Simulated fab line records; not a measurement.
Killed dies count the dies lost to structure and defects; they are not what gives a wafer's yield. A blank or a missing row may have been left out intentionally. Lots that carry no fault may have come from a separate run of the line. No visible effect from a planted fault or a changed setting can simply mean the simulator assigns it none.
Which tool was responsible? ; flow berkeley cmos170 ; 21 wafers sampled from 7 lots at 1 step of a route of 331

== WHAT THE GAUGES SHOWED, per wafer ==
UCB170_ACTIVE_THK_MEAS_03.
lot;measured;on;ACTIVE_OXIDE_THK (nm)
L696;day 4 22:31;film metro-03;25.1 24.8 25.5
L697;day 4 22:32;film metro-04;26.4 26.8 26.6
L698;day 5 17:59;film metro-04;26.7 27.1 27.4
L707;day 6 22:34;film metro-04;26.1 25.8 25.7
L712;day 7 23:23;film metro-04;25.9 25.7 25.9
L714;day 8 08:08;film metro-04;26.2 26.2 26.3
L716;day 8 09:29;film metro-03;26.4 26.8 26.5

== EACH LOT AND THE TOOL THAT RAN IT (in order: tool; ch and the chambers of the sampled wafers; start) ==
Record: no process step prior to these readings.

== THE ANSWER, worked out from the rows above alone ==
Rule: the usual values come from the lots themselves. The widest of any qualifying gaps counts: lots, ordered by their means at a reading, are off when they make up no more than a third of the lots, leave a main group of 4 or more, and stand apart from it by 3 or more times the standard deviation of that group's means. A main group whose means are all the same, to the digits that the tables above print for the reading, isn't used. A lot without any number at a reading at which 4 lots or more have one is off too. All remaining lots with rows at the step are treated as sound.
Across all readings shown, no lot is off: no conclusion can be drawn from this.

== WHAT WAS PUT IN BY THE SIMULATOR ==
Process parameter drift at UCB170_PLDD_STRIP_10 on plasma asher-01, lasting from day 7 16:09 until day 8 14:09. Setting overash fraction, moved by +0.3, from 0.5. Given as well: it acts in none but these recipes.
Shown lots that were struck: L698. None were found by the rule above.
